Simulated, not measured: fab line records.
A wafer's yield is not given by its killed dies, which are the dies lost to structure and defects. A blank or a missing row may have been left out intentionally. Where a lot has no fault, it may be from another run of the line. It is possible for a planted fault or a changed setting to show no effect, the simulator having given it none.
Struck lot and sound lot, side by side -- flow berkeleyCmos170 -- 16 out of 331 route steps
Sound: wafers L815.1, L815.4, L815.6. Wafers L826.1, L826.4, L826.5 were the ones struck. The cause is named last.
For every step that has rows: the tool of each side, followed by ch and its chambers, followed by its first start. Under that, the readings that differ: sound wafers -- struck wafers -- difference of the means -- sigmas: that difference in standard deviations of wafers without a fault.
alike: words and numbers the same on both sides, and readings whose means are apart by under 2 such deviations; not compared: readings that were withheld, readings missing a value for some wafer, numbers with overlapping values and no deviation given by the record, and bounds like >300 which may hide the same value.
Wherever a step has rows on one side only, a row that says differs or no value, or a row with sigmas, the two part there. When numbers do not overlap yet have no deviation, they are printed without sigmas and do not part them. Lack of a reading on every wafer of one side parts them only where that side has two or more wafers.

UCB170_M1_SPUTTER_00: material Al, target thk 600 nm, time 80 s.
  sound on pvdSputter-03 at day 7 19:01; struck on pvdSputter-01 at day 10 09:44
  alike: throttleValvePct
UCB170_M1_RS_MEAS_01: a four-point-probe measurement.
  sound on filmMetro-02 at day 7 19:05; struck on filmMetro-02 at day 10 09:47
  alike: M1_AL_RS
UCB170_M1_THK_MEAS_02: measures by xrf.
  sound on filmMetro-02 at day 7 19:13; struck on filmMetro-02 at day 10 09:55
  alike: M1_AL_THK
then, 6 steps without rows for these wafers: UCB170_M1_COAT_03; UCB170_M1_COAT_04 (resist thk 900 nm); UCB170_M1_SOFTBAKE_05 (time 60 s); UCB170_M1_EXPOSE_06 (exposes mask METAL1, target cd 700 nm); UCB170_M1_PEB_07; UCB170_M1_DEVELOP_08 (develop time 45 s).
UCB170_M1_CD_MEAS_09: the cd target is 700 nm.
  sound on cdSem-01 at day 7 20:38; struck on cdSem-01 at day 10 10:49
  alike: cdNm
UCB170_M1_OVL_MEAS_10:
  sound on overlay-02 at day 7 20:45; struck on overlay-02 at day 10 10:56
  alike: M1_OVL
UCB170_M1_ETCH_11: etches BARC in N2/H2.
  sound on rieDiel-01 ch 0,1,3, day 7 20:47; struck on rieDiel-01 ch 0,1,3, day 10 10:58
  alike: biasW, chamberPressureMTorr, drypumpMotorCurrentA, n2FlowSccm, oesProductAu, throttleValvePct
UCB170_M1_METAL_ETCH_12: etches Al in Cl2/BCl3, stops on PSG, target depth 780 nm, time 130 s.
  sound on rieMetal-03 ch 0,1, day 7 20:50; struck on rieMetal-04 ch 0, day 10 11:01
  no value came back on the struck wafers for any of 5 readings (bcl3FlowSccm (sccm), biasW (W) and others); on the sound wafers bcl3FlowSccm (sccm) reads 44.79 44.98 45.15
reading,sound,struck,difference,sigmas
model.KrF_of_M1_COAT_04.thkNm (nm),430.7 432.3 424.9,884.3 884.8 883.5,+454.9,
model.PSG_of_CONTACT_CVD_01.thkNm (nm),664.7 659.2 662.3,697.5 703.6 703.2,+39.4,
  not compared: rfHoursCounterH
UCB170_M1_STRIP_13: strips in O2.
  sound on plasmaAsher-01 ch 0,1, day 7 20:58; struck on plasmaAsher-02 ch 0,1, day 10 11:08
  alike: drypumpMotorCurrentA, oesProductAu
  not compared: rfHoursCounterH
UCB170_M1_CD_MEAS_90: the cd target is 700 nm.
  sound on cdSem-01 at day 7 21:04; struck on cdSem-02 at day 10 11:14
reading,sound,struck,difference,sigmas
cdNm (nm),700.4 701.5 702.1,- - -,no value on the struck wafers,
then, 1 step without rows for these wafers: UCB170_M1_ANNEAL_14 (time 1200 s).

WHERE THEY PART
At UCB170_M1_METAL_ETCH_12 first; at UCB170_M1_CD_MEAS_90 last (within this record only).

WHY: what the simulator had put in
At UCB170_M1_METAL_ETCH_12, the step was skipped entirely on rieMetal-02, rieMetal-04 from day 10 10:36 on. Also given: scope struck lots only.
